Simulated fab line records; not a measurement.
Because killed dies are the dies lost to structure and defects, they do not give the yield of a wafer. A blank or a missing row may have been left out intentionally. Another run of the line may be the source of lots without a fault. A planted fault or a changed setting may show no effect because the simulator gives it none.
fab line records | flow ritCmos
record lots=6 | wafers=18 | lastDay=7
route steps=202 shown ACTIVE@1 FOX1@20 FOX2@23 M1@202
lots with no fault: from the same line, run without faults
startH: hours from the record's opening day to when the first of the lot's shown wafers began | waitH: time in hours since the lot's previous step | " same as the row above | L1.1+2: one row covering several wafers at once | - either no value or no given start | * or withheld: withheld | < > ~ a bound
route shown NAME@n: names a module that has steps shown in the file, with the first one's number in the route | usual: mean/standard deviation of fault-free wafers | same: alike in all rows | chamber/n: place in a boat | sites: each site's reading | _std_site: standard deviation across them | _edge_site: mean of outer sites minus mean of inner sites | radiusMm: how far each site lies from the wafer's centre | mask NAME#n: copy n | behind: the tool/chamber that last shaped the wafer | hold: why the lot went on hold/how many hours it stayed there/how the hold came to an end | device: transistor that didn't switch, given as n, p or np | end of line: the tests these same wafers got at the end of their route | a step given without rows: its recipe and nothing more | killed: dies that structure and defects cost at the first sort, which is not the same as the wafer's yield | map: shows each die of a wafer: x if killed, . if not, _ if none is there
set.NAME: the setting that was run; set.NAME@STEP: the one run at that earlier step | model.NAME: the simulator's own value behind a step, which no gauge read
lots at some steps of the route; a table a step, a row a wafer
services: the hour from which a tool's chamber was out of use, counted from the record's first day as startH (under 0 if before that day), plus the number of hours and why
## steps
# step RIT_ACTIVE_BOW_MEAS_00
# recipe mode=bow
# usual INCOMING_BOW=1/6.6
lot.wafer | tool         | chamber | startH | waitH | INCOMING_BOW[um]
L924.1    | filmMetro-02 | -       | 10.00  | -     | 5
L924.3    | "            | -       | "      | "     | 18
L924.4    | "            | -       | "      | "     | 2
L929.4    | filmMetro-03 | -       | 35.06  | -     | 8
L929.5    | "            | -       | "      | "     | -9
L929.6    | "            | -       | "      | "     | 9
L933.2    | filmMetro-01 | -       | 55.02  | -     | 4
L933.3    | "            | -       | "      | "     | 5
L933.4    | "            | -       | "      | "     | -16
L937.2    | filmMetro-02 | -       | 75.02  | -     | 6
L937.4    | "            | -       | "      | "     | 4
L937.5    | "            | -       | "      | "     | 1
L940.1    | filmMetro-03 | -       | 90.00  | -     | 5
L940.3    | "            | -       | "      | "     | -1
L940.5    | "            | -       | "      | "     | 3
L945.2    | filmMetro-01 | -       | 115.02 | -     | 2
L945.5    | "            | -       | "      | "     | 11
L945.6    | "            | -       | "      | "     | -3
# step RIT_ACTIVE_OXIDATION_01
# recipe tempC=1000 | ambient=O2 | targetThkA=468 | oxTimeS=3360
# step RIT_ACTIVE_THK_MEAS_02
# recipe reads=SiO2_of_ACTIVE_OXIDATION_01
# usual ACTIVE_OXIDE_THK=46.9/0.86
lot.wafer | tool         | chamber | startH | waitH | ACTIVE_OXIDE_THK[nm]
L924.1    | filmMetro-02 | -       | 12.05  | 0.0   | 46.9
L924.3    | "            | -       | "      | "     | 46.4
L924.4    | "            | -       | "      | "     | 46.1
L929.4    | filmMetro-02 | -       | 37.08  | 0.0   | 46.1
L929.5    | "            | -       | "      | "     | 46.3
L929.6    | "            | -       | "      | "     | 46.3
L933.2    | filmMetro-02 | -       | 57.79  | 0.0   | 47.2
L933.3    | "            | -       | "      | "     | 47.4
L933.4    | "            | -       | "      | "     | 48.2
L937.2    | filmMetro-02 | -       | 79.26  | 0.0   | 45.4
L937.4    | "            | -       | "      | "     | 45.9
L937.5    | "            | -       | "      | "     | 45.5
L940.1    | filmMetro-01 | -       | 92.22  | 0.0   | 48.0
L940.3    | "            | -       | "      | "     | 47.2
L940.5    | "            | -       | "      | "     | 47.3
L945.2    | filmMetro-01 | -       | 117.94 | 0.0   | 46.7
L945.5    | "            | -       | "      | "     | 47.4
L945.6    | "            | -       | "      | "     | 47.2
# step RIT_ACTIVE_CVD_03
# recipe material=Si3N4 | targetThkNm=150 | tempC=810 | precursor=SiH2Cl2/NH3 | timeS=1500 | pressureMtorr=300 | sih2cl2FlowSccm=60 | nh3FlowSccm=150
# usual pressureMtorr=300.1/0.61
lot.wafer | tool     | chamber | startH | waitH | pressureMtorr | model.Si3N4_of_ACTIVE_CVD_03.thkNm
L924.1    | lpcvd-02 | 0       | 12.11  | 0.1   | 300.1         | 151.9
L924.3    | "        | 0       | "      | "     | 300.4         | 151.3
L924.4    | "        | 0       | "      | "     | 300.1         | 151.3
L929.4    | lpcvd-01 | 1       | 37.11  | 0.0   | 299.6         | 150.9
L929.5    | "        | 1       | "      | "     | 300.3         | 151.1
L929.6    | "        | 1       | "      | "     | 300.3         | 150.2
L933.2    | lpcvd-02 | 1       | 57.84  | 0.0   | 300.7         | 115.2
L933.3    | "        | 1       | "      | "     | 300.8         | 114.8
L933.4    | "        | 1       | "      | "     | 299.7         | 115.7
L937.2    | lpcvd-02 | 0       | 79.31  | 0.0   | 299.5         | 115.3
L937.4    | "        | 0       | "      | "     | 299.7         | 116.3
L937.5    | "        | 0       | "      | "     | 300.5         | 116.1
L940.1    | lpcvd-01 | 1       | 92.28  | 0.1   | 300.0         | 149
L940.3    | "        | 1       | "      | "     | 299.3         | 149.2
L940.5    | "        | 1       | "      | "     | 299.4         | 149.8
L945.2    | lpcvd-01 | 1       | 117.99 | 0.0   | 299.1         | 150.6
L945.5    | "        | 1       | "      | "     | 300.3         | 152
L945.6    | "        | 1       | "      | "     | 300.4         | 151.1
# step RIT_ACTIVE_THK_MEAS_04
# recipe reads=Si3N4_of_ACTIVE_CVD_03
# usual ACTIVE_NITRIDE_THK=149.3/1.6
lot.wafer | tool         | chamber | startH | waitH | ACTIVE_NITRIDE_THK[nm]
L924.1    | filmMetro-03 | -       | 13.53  | 0.0   | 151.9
L924.3    | "            | -       | "      | "     | 151.3
L924.4    | "            | -       | "      | "     | 151.2
L929.4    | filmMetro-01 | -       | 38.56  | 0.0   | 150.9
L929.5    | "            | -       | "      | "     | 151.2
L929.6    | "            | -       | "      | "     | 150.3
L933.2    | filmMetro-02 | -       | 59.27  | 0.0   | 115.3
L933.3    | "            | -       | "      | "     | 114.8
L933.4    | "            | -       | "      | "     | 115.6
L937.2    | filmMetro-01 | -       | 80.74  | 0.0   | 115.3
L937.4    | "            | -       | "      | "     | 116.3
L937.5    | "            | -       | "      | "     | 116.2
L940.1    | filmMetro-03 | -       | 93.70  | 0.0   | 148.9
L940.3    | "            | -       | "      | "     | 149.3
L940.5    | "            | -       | "      | "     | 149.8
L945.2    | filmMetro-02 | -       | 119.42 | 0.0   | 150.7
L945.5    | "            | -       | "      | "     | 151.9
L945.6    | "            | -       | "      | "     | 151.1
# step RIT_ACTIVE_HMDS_05
# recipe primeTimeS=60 | primeTempC=140
# step RIT_ACTIVE_COAT_06
# recipe resist=NOVOLAK | spinRpm=3250 | resistThkNm=1000
# step RIT_ACTIVE_SOFTBAKE_07
# recipe resist=NOVOLAK | tempC=90 | timeS=60
# step RIT_ACTIVE_EXPOSE_08
# recipe maskId=M1 | na=0.6 | sourceShape=conventional | sigmaOuter=0.6 | targetCdNm=1400 | doseMj=225
# step RIT_ACTIVE_PEB_09
# recipe resist=NOVOLAK | tempC=withheld | timeS=withheld
# step RIT_ACTIVE_DEVELOP_10
# recipe resist=NOVOLAK | developTimeS=50 | devTempC=24.02
# step RIT_ACTIVE_CD_MEAS_11
# recipe targetCdNm=1400
# usual cdNm=1399.9/2.4
lot.wafer | tool     | chamber | startH | waitH | cdNm
L924.1    | cdSem-01 | -       | 14.56  | -     | 1399.1
L924.3    | "        | -       | "      | "     | 1399.4
L924.4    | "        | -       | "      | "     | 1396.4
L929.4    | cdSem-01 | -       | 39.65  | -     | 1401.9
L929.5    | "        | -       | "      | "     | 1400.1
L929.6    | "        | -       | "      | "     | 1399.1
L933.2    | cdSem-01 | -       | 60.31  | -     | 1395.6
L933.3    | "        | -       | "      | "     | 1397.2
L933.4    | "        | -       | "      | "     | 1396.0
L937.2    | cdSem-01 | -       | 81.66  | -     | 1396.8
L937.4    | "        | -       | "      | "     | 1398.1
L937.5    | "        | -       | "      | "     | 1399.7
L940.1    | cdSem-01 | -       | 94.71  | -     | 1399.3
L940.3    | "        | -       | "      | "     | 1396.7
L940.5    | "        | -       | "      | "     | 1398.3
L945.2    | cdSem-01 | -       | 120.34 | -     | 1398.3
L945.5    | "        | -       | "      | "     | 1400.0
L945.6    | "        | -       | "      | "     | 1402.0
# step RIT_ACTIVE_HARDBAKE_12
# recipe resist=NOVOLAK | tempC=140 | timeS=60
# step RIT_ACTIVE_ETCH_13
# recipe stopOn=SiO2 | chemistry=SF6 | target=Si3N4 | timeS=210 | overEtchFrac=0.4115 | SF6_flow_sccm=200 | pressureMtorr=260 | rfW=125 | targetDepthA=2100
# usual drypumpMotorCurrentA=5.52/0.25 | oesProductAu=0.818/0.011 | throttleValvePct=7.50/0.12
lot.wafer | tool       | chamber | startH | waitH | drypumpMotorCurrentA | oesProductAu | rfHoursCounterH | throttleValvePct | model.etch.depthNm | model.ACTIVE.featureDepthNm
L924.1    | rieDiel-01 | 3       | 14.83  | 0.1   | 4.97                 | 0.805        | 6               | 7.58             | 151.9              | 155.4
L924.3    | "          | 1       | "      | "     | 5.40                 | 0.844        | 115             | 7.29             | 151.3              | 151.3
L924.4    | "          | 2       | "      | "     | 6.06                 | 0.817        | 90              | 7.66             | 151.3              | 151.8
L929.4    | rieDiel-02 | 3       | 39.92  | 0.1   | 5.56                 | 0.813        | -               | 7.60             | 150.9              | 150.9
L929.5    | "          | 0       | "      | "     | 5.59                 | 0.833        | -               | 7.34             | 151.1              | 151.8
L929.6    | "          | 2       | "      | "     | 5.41                 | 0.813        | -               | 7.47             | 150.2              | 150.2
L933.2    | rieDiel-03 | 3       | 60.56  | 0.1   | 5.65                 | 0.715        | 122             | 7.65             | 115.2              | 120.3
L933.3    | "          | 0       | "      | "     | 5.81                 | 0.712        | 155             | 7.48             | 114.8              | 115.4
L933.4    | "          | 2       | "      | "     | 5.32                 | 0.733        | 5               | 7.40             | 115.7              | 118.7
L937.2    | rieDiel-03 | 2       | 81.91  | 0.1   | 5.36                 | 0.722        | 6               | 7.39             | 115.3              | 118.3
L937.4    | "          | 1       | "      | "     | 5.19                 | 0.728        | 90              | 7.59             | 116.3              | 117.4
L937.5    | "          | 2       | "      | "     | 5.32                 | 0.732        | -               | 7.39             | 116.1              | 119.1
L940.1    | rieDiel-03 | 0       | 94.98  | 0.1   | 5.85                 | 0.811        | 155             | 7.49             | 149                | 149.7
L940.3    | "          | 2       | "      | "     | 5.34                 | 0.825        | 6               | 7.40             | 149.2              | 152.2
L940.5    | "          | 0       | "      | "     | 5.85                 | 0.799        | -               | 7.47             | 149.8              | 150.4
L945.2    | rieDiel-02 | 2       | 120.59 | 0.1   | 5.43                 | 0.798        | 122             | 7.48             | 150.6              | 150.6
L945.5    | "          | 0       | "      | "     | 5.61                 | 0.825        | -               | 7.34             | 152                | 152.6
L945.6    | "          | 2       | "      | "     | 5.42                 | 0.805        | -               | 7.47             | 151.1              | 151.1
# step RIT_ACTIVE_STRIP_14
# recipe chemistry=O2 | timeS=180 | resist=NOVOLAK | platenTempC=withheld | powerW=500 | pressureMtorr=4000 | o2FlowSccm=4000
# usual drypumpMotorCurrentA=5.73/0.29
lot.wafer | tool           | chamber | startH | waitH | drypumpMotorCurrentA | rfHoursCounterH
L924.1    | plasmaAsher-04 | 1       | 14.97  | 0.1   | 5.58                 | 36
L924.3    | "              | 1       | "      | "     | 5.54                 | -
L924.4    | "              | 0       | "      | "     | 5.42                 | -
L929.4    | plasmaAsher-04 | 1       | 40.05  | 0.1   | 5.57                 | -
L929.5    | "              | 1       | "      | "     | 5.58                 | -
L929.6    | "              | 0       | "      | "     | 5.43                 | -
L933.2    | plasmaAsher-04 | 1       | 60.69  | 0.1   | 5.57                 | 41
L933.3    | "              | 0       | "      | "     | 5.38                 | -
L933.4    | "              | 1       | "      | "     | 5.57                 | -
L937.2    | plasmaAsher-01 | 1       | 82.04  | 0.1   | 5.53                 | 45
L937.4    | "              | 0       | "      | "     | 6.21                 | -
L937.5    | "              | 0       | "      | "     | 6.24                 | -
L940.1    | plasmaAsher-02 | 1       | 95.12  | 0.1   | 6.17                 | 45
L940.3    | "              | 1       | "      | "     | 6.10                 | -
L940.5    | "              | 1       | "      | "     | 6.13                 | -
L945.2    | plasmaAsher-01 | 0       | 120.72 | 0.1   | 6.24                 | 49
L945.5    | "              | 0       | "      | "     | 6.23                 | -
L945.6    | "              | 1       | "      | "     | 5.53                 | -
# step RIT_ACTIVE_CD_MEAS_90
# recipe targetCdNm=1400
# usual cdNm=1400.0/2.5
lot.wafer | tool     | chamber | startH | waitH | cdNm
L924.1    | cdSem-02 | -       | 15.14  | 0.1   | 1398.4
L924.3    | "        | -       | "      | "     | 1399.6
L924.4    | "        | -       | "      | "     | 1395.9
L929.4    | cdSem-01 | -       | 40.23  | 0.1   | 1402.5
L929.5    | "        | -       | "      | "     | 1400.7
L929.6    | "        | -       | "      | "     | 1399.1
L933.2    | cdSem-01 | -       | 60.89  | 0.1   | 1395.7
L933.3    | "        | -       | "      | "     | 1397.5
L933.4    | "        | -       | "      | "     | 1396.2
L937.2    | cdSem-01 | -       | 82.24  | 0.1   | 1396.9
L937.4    | "        | -       | "      | "     | 1398.2
L937.5    | "        | -       | "      | "     | 1399.5
L940.1    | cdSem-01 | -       | 95.29  | 0.1   | 1399.4
L940.3    | "        | -       | "      | "     | 1397.2
L940.5    | "        | -       | "      | "     | 1398.6
L945.2    | cdSem-01 | -       | 120.91 | 0.1   | 1398.2
L945.5    | "        | -       | "      | "     | 1399.8
L945.6    | "        | -       | "      | "     | 1402.3
# step RIT_ACTIVE_CLEAN_15
# recipe chemistry=SC1 | mix=3:3:50 | timeS=600 | tempC=75
# step RIT_ACTIVE_CLEAN_16
# recipe chemistry=dHF | dilution=50:1 | timeS=30
# step RIT_ACTIVE_CLEAN_17
# recipe chemistry=SC2 | mix=3:3:50 | timeS=600 | tempC=75 | dry=n2Spin
# step RIT_FOX1_OXIDATION_00
# recipe tempC=1100 | ambient=H2O | targetThkA=3507 | pH2oTorr=720 | oxTimeS=1130
# step RIT_FOX1_THK_MEAS_01
# recipe reads=SiO2_of_FOX1_OXIDATION_00
# usual FOX1_OXIDE_THK=350/6.6
lot.wafer | tool         | chamber | startH | waitH | FOX1_OXIDE_THK[nm]
L924.1    | filmMetro-02 | -       | 18.99  | 0.0   | 355
L924.3    | "            | -       | "      | "     | 360
L924.4    | "            | -       | "      | "     | 354
L929.4    | filmMetro-01 | -       | 44.66  | 0.0   | 355
L929.5    | "            | -       | "      | "     | 350
L929.6    | "            | -       | "      | "     | 346
L933.2    | filmMetro-02 | -       | 63.06  | 0.0   | 355
L933.3    | "            | -       | "      | "     | 352
L933.4    | "            | -       | "      | "     | 355
L937.2    | filmMetro-04 | -       | 84.06  | 0.0   | 355
L937.4    | "            | -       | "      | "     | 347
L937.5    | "            | -       | "      | "     | 346
L940.1    | filmMetro-01 | -       | 97.25  | 0.0   | 355
L940.3    | "            | -       | "      | "     | 356
L940.5    | "            | -       | "      | "     | 358
L945.2    | filmMetro-04 | -       | 124.40 | 0.0   | 354
L945.5    | "            | -       | "      | "     | 347
L945.6    | "            | -       | "      | "     | 345
# step RIT_FOX1_WET_ETCH_02
# recipe chemistry=BOE | targetDepthNm=350 | timeS=390 | tempC=21.5 | dry=n2Spin | dilution=10:1 | target=SiO2
# step RIT_FOX2_OXIDATION_00
# recipe tempC=1100 | ambient=H2O | targetThkA=3507 | pH2oTorr=720 | oxTimeS=1130
# step RIT_FOX2_THK_MEAS_01
# recipe reads=SiO2_of_FOX2_OXIDATION_00
# usual FOX2_OXIDE_THK=352/6.2
lot.wafer | tool         | chamber | startH | waitH | FOX2_OXIDE_THK[nm]
L924.1    | filmMetro-03 | -       | 20.50  | 0.0   | 359
L924.3    | "            | -       | "      | "     | 357
L924.4    | "            | -       | "      | "     | 360
L929.4    | filmMetro-04 | -       | 46.15  | 0.0   | 352
L929.5    | "            | -       | "      | "     | 347
L929.6    | "            | -       | "      | "     | 349
L933.2    | filmMetro-01 | -       | 64.55  | 0.0   | 356
L933.3    | "            | -       | "      | "     | 348
L933.4    | "            | -       | "      | "     | 350
L937.2    | filmMetro-03 | -       | 85.55  | 0.0   | 344
L937.4    | "            | -       | "      | "     | 342
L937.5    | "            | -       | "      | "     | 345
L940.1    | filmMetro-04 | -       | 99.09  | 0.0   | 357
L940.3    | "            | -       | "      | "     | 364
L940.5    | "            | -       | "      | "     | 354
L945.2    | filmMetro-04 | -       | 125.89 | 0.0   | 353
L945.5    | "            | -       | "      | "     | 354
L945.6    | "            | -       | "      | "     | 348
# step RIT_FOX2_CLEAN_02
# recipe chemistry=dHF | dilution=50:1 | timeS=180
lot.wafer | tool        | chamber | startH | waitH | model.Si3N4_of_ACTIVE_CVD_03.thkNm
L924.1    | wetBench-02 | 1       | 20.56  | 0.1   | 132.7
L924.3+4  | "           | 1       | "      | "     | 132
L929.4    | wetBench-04 | 3       | 46.18  | 0.0   | 131.6
L929.5    | "           | 3       | "      | "     | 131.9
L929.6    | "           | 3       | "      | "     | 130.9
L933.2    | wetBench-03 | 1       | 64.60  | 0.0   | 96.03
L933.3    | "           | 1       | "      | "     | 95.54
L933.4    | "           | 1       | "      | "     | 96.43
L937.2    | wetBench-02 | 1       | 85.60  | 0.0   | 96.09
L937.4    | "           | 1       | "      | "     | 97.07
L937.5    | "           | 1       | "      | "     | 96.94
L940.1    | wetBench-04 | 0       | 99.15  | 0.1   | 129.9
L940.3    | "           | 0       | "      | "     | 130
L940.5    | "           | 0       | "      | "     | 130.6
L945.2    | wetBench-04 | 1       | 125.94 | 0.0   | 131.4
L945.5    | "           | 1       | "      | "     | 132.8
L945.6    | "           | 1       | "      | "     | 131.9
# step RIT_FOX2_WET_ETCH_03
# recipe chemistry=H3PO4 | target=Si3N4 | targetDepthNm=195 | tempC=165 | timeS=2801
# step RIT_M1_PROBE_99
# usual killedAtContacts=0.0/0.2 | killedAtFrontEnd=7.2/2.5 | killedDies=7.3/2.5 | killedOpen=3.8/1.9 | killedShort=3.5/1.8
# same grossDies=264 | killed_at_M0_to_M3=0 | killed_at_M4_up=0 | killedAtBackSide=0 | killedAtOther=0
lot.wafer | tool      | chamber | startH | waitH | killedAtContacts | killedAtFrontEnd | killedDies | killedOpen | killedShort | model.etest.pldd.widthNm | model.etest.nldd.widthNm | model.etest.pplusSal.widthNm | model.etest.nplusSal.widthNm | model.etest.pmosNarrow.driveUaUm
L924.1    | prober-02 | -       | 59.38  | 0.1   | 0                | 10               | 10         | 6          | 4           | 3170                     | 3153                     | 3397                         | 3412                         | 101.8
L924.3    | prober-02 | -       | 59.48  | 0.2   | 0                | 8                | 8          | 3          | 5           | 3163                     | 3174                     | 3413                         | 3419                         | 103.5
L924.4    | prober-02 | -       | 59.53  | 0.2   | 0                | 4                | 4          | 2          | 2           | 3158                     | 3167                     | 3425                         | 3443                         | 105.8
L929.4    | prober-02 | -       | 84.81  | 0.2   | 0                | 3                | 3          | 3          | 0           | 3205                     | 3195                     | 3458                         | 3468                         | 102.2
L929.5    | prober-02 | -       | 84.86  | 0.2   | 0                | 7                | 7          | 4          | 3           | 3192                     | 3192                     | 3475                         | 3460                         | 103
L929.6    | prober-02 | -       | 84.91  | 0.2   | 0                | 5                | 5          | 4          | 1           | 3194                     | 3194                     | 3463                         | 3440                         | 104.3
L933.2    | prober-02 | -       | 105.52 | 0.1   | 0                | 3                | 3          | 3          | 0           | 3095                     | 3093                     | 3399                         | 3397                         | 96.78
L933.3    | prober-02 | -       | 105.57 | 0.2   | 0                | 10               | 10         | 5          | 5           | 3114                     | 3102                     | 3435                         | 3422                         | 95.92
L933.4    | prober-02 | -       | 105.62 | 0.2   | 0                | 7                | 7          | 4          | 3           | 3103                     | 3108                     | 3401                         | 3402                         | 94.97
L937.2    | prober-01 | -       | 125.81 | 0.1   | 0                | 4                | 4          | 3          | 1           | 3145                     | 3148                     | 3428                         | 3420                         | 100.2
L937.4    | prober-01 | -       | 125.91 | 0.2   | 0                | 6                | 6          | 2          | 4           | 3128                     | 3147                     | 3436                         | 3437                         | 101.2
L937.5    | prober-01 | -       | 125.96 | 0.2   | 0                | 7                | 7          | 3          | 4           | 3156                     | 3144                     | 3431                         | 3418                         | 99.06
L940.1    | prober-02 | -       | 140.04 | 0.1   | 1                | 10               | 11         | 3          | 8           | 3158                     | 3152                     | 3440                         | 3453                         | 100.3
L940.3    | prober-02 | -       | 140.14 | 0.2   | 0                | 4                | 4          | 2          | 2           | 3154                     | 3153                     | 3445                         | 3441                         | 102.8
L940.5    | prober-02 | -       | 140.24 | 0.2   | 0                | 10               | 10         | 4          | 6           | 3162                     | 3193                     | 3464                         | 3464                         | 100.2
L945.2    | prober-01 | -       | 166.31 | 0.1   | 0                | 11               | 11         | 6          | 5           | 3186                     | 3182                     | 3447                         | 3468                         | 97.48
L945.5    | prober-01 | -       | 166.46 | 0.2   | 1                | 8                | 9          | 5          | 4           | 3183                     | 3183                     | 3446                         | 3470                         | 100.4
L945.6    | prober-01 | -       | 166.51 | 0.2   | 0                | 7                | 7          | 0          | 7           | 3200                     | 3200                     | 3460                         | 3479                         | 101.2
# killed by level:class
L924.1 GATE:geometricParticle:open=3 FOX1:geometricParticle:open=2 FOX1:geometricParticle:short=1 GATE:geometricParticle:short=1 SPACER:geometricParticle:short=1 SILICIDE:geometricParticle:short=1 SILICIDE:geometricParticle:open=1
L924.3 FOX1:geometricParticle:short=2 REOX:geometricParticle:open=2 GATE:geometricParticle:short=1 GATE:geometricParticle:open=1 REOX:geometricParticle:short=1 SILICIDE:geometricParticle:short=1
L924.4 GATE:geometricParticle:open=1 GATE:geometricParticle:short=1 SILICIDE:geometricParticle:short=1 SILICIDE:geometricParticle:open=1
L929.4 FOX1:geometricParticle:open=2 GATE:geometricParticle:open=1
L929.5 GATE:geometricParticle:open=2 FOX1:geometricParticle:open=1 FOX2:geometricParticle:short=1 REOX:geometricParticle:short=1 SILICIDE:geometricParticle:short=1 SILICIDE:geometricParticle:open=1
L929.6 FOX1:geometricParticle:open=2 GATE:geometricParticle:open=1 REOX:geometricParticle:open=1 SILICIDE:geometricParticle:short=1
L933.2 FOX1:geometricParticle:open=1 GATE:geometricParticle:open=1 REOX:geometricParticle:open=1
L933.3 FOX1:geometricParticle:open=2 GATE:geometricParticle:short=2 ACTIVE:geometricParticle:short=1 FOX2:geometricParticle:short=1 FOX2:geometricParticle:open=1 SPACER:geometricParticle:open=1 SILICIDE:geometricParticle:open=1 SILICIDE:geometricParticle:short=1
L933.4 GATE:geometricParticle:open=3 FOX1:geometricParticle:short=1 FOX2:geometricParticle:open=1 GATE:geometricParticle:short=1 REOX:geometricParticle:short=1
L937.2 GATE:geometricParticle:open=3 GATE:geometricParticle:short=1
L937.4 SILICIDE:geometricParticle:short=2 GATE:geometricParticle:open=1 GATE:geometricParticle:short=1 REOX:geometricParticle:short=1 SILICIDE:geometricParticle:open=1
L937.5 GATE:geometricParticle:short=2 SILICIDE:geometricParticle:short=2 GATE:geometricParticle:open=1 SPACER:geometricParticle:open=1 SILICIDE:geometricParticle:open=1
L940.1 GATE:geometricParticle:short=3 GATE:geometricParticle:open=2 REOX:geometricParticle:short=2 FOX1:geometricParticle:short=1 SPACER:geometricParticle:open=1 SPACER:geometricParticle:short=1 CONTACT:geometricParticle:short=1
L940.3 GATE:geometricParticle:short=1 REOX:geometricParticle:open=1 SPACER:geometricParticle:open=1 SPACER:geometricParticle:short=1
L940.5 SPACER:geometricParticle:short=4 GATE:geometricParticle:open=2 SPACER:geometricParticle:open=2 GATE:geometricParticle:short=2
L945.2 GATE:geometricParticle:open=2 GATE:geometricParticle:short=2 REOX:geometricParticle:open=2 REOX:geometricParticle:short=1 SPACER:geometricParticle:short=1 SPACER:geometricParticle:open=1 SILICIDE:geometricParticle:short=1 SILICIDE:geometricParticle:open=1
L945.5 GATE:geometricParticle:open=3 REOX:geometricParticle:open=2 FOX1:geometricParticle:short=1 GATE:geometricParticle:short=1 REOX:geometricParticle:short=1 CONTACT:geometricParticle:short=1
L945.6 FOX1:geometricParticle:short=3 REOX:geometricParticle:short=2 GATE:geometricParticle:short=1 SPACER:geometricParticle:short=1
## services
tool           | chamber | startH | hours | kind
rieDiel-02     | 2       | 15.15  | 7.5   | repair
rieDiel-02     | 1       | 24.10  | 127.8 | repair
wetBench-02    | -       | 49.74  | 1.7   | repair
lpcvd-02       | -       | 63.51  | 6.1   | pm
rieDiel-01     | -       | 70.58  | 2.8   | pm
rieDiel-01     | 3       | 79.01  | 14.1  | repair
plasmaAsher-02 | -       | 79.75  | 1.5   | repair
plasmaAsher-01 | -       | 86.60  | 2.0   | repair
plasmaAsher-04 | -       | 108.75 | 9.0   | pm
plasmaAsher-04 | 0       | 108.75 | 9.0   | ventCycle
plasmaAsher-04 | 1       | 108.75 | 9.0   | ventCycle
rieDiel-03     | 0       | 114.18 | -     | clean
rieDiel-03     | 0       | 114.18 | 22.0  | scheduledDown
rieDiel-03     | 0       | 114.18 | 22.0  | ventCycle
plasmaAsher-04 | 0       | 117.75 | -     | clean
plasmaAsher-04 | 1       | 117.75 | -     | clean
## key
firstSign step=RIT_ACTIVE_THK_MEAS_04 | reading=ACTIVE_NITRIDE_THK | direction=down | sigmas=21 | usual=149.3 | struck=115.6
effect step=RIT_ACTIVE_ETCH_13 | reading=oesProductAu | direction=down | sigmas=8.3 | usual=0.818 | struck=0.724
modelEffect step=RIT_ACTIVE_CVD_03 | value=Si3N4_of_ACTIVE_CVD_03.thkNm | without=149.3 | struck=115.6
modelEffect step=RIT_ACTIVE_ETCH_13 | value=etch.depthNm | without=149.3 | struck=115.6
modelEffect step=RIT_FOX2_CLEAN_02 | value=Si3N4_of_ACTIVE_CVD_03.thkNm | without=130.1 | struck=96.35
modelEffect step=RIT_M1_PROBE_99 | value=etest.pldd.widthNm | without=3172 | struck=3124
metAt RIT_ACTIVE_CVD_03
struckWafers L933.2,L933.3,L933.4,L937.2,L937.4,L937.5
testerLeftOut L933,L937
onsetBetween 12.11 57.84
fault kind=processParameterDrift | tool=lpcvd-02 | chamber=- | onsetH=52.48 | steps=RIT_ACTIVE_CVD_03 | channel=targetThkNm | offset=-33.771 | shape=step | endH=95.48 | actsIn=theseRecipesOnly | stated=150
# testerLeftOut: of these lots the tester's yield and bins aren't shown, on N5 and GAA mostly nor the transistor test; their killed dies are dies lost to structure and defects alone, not to doping, threshold or leakage, so they don't give the yield
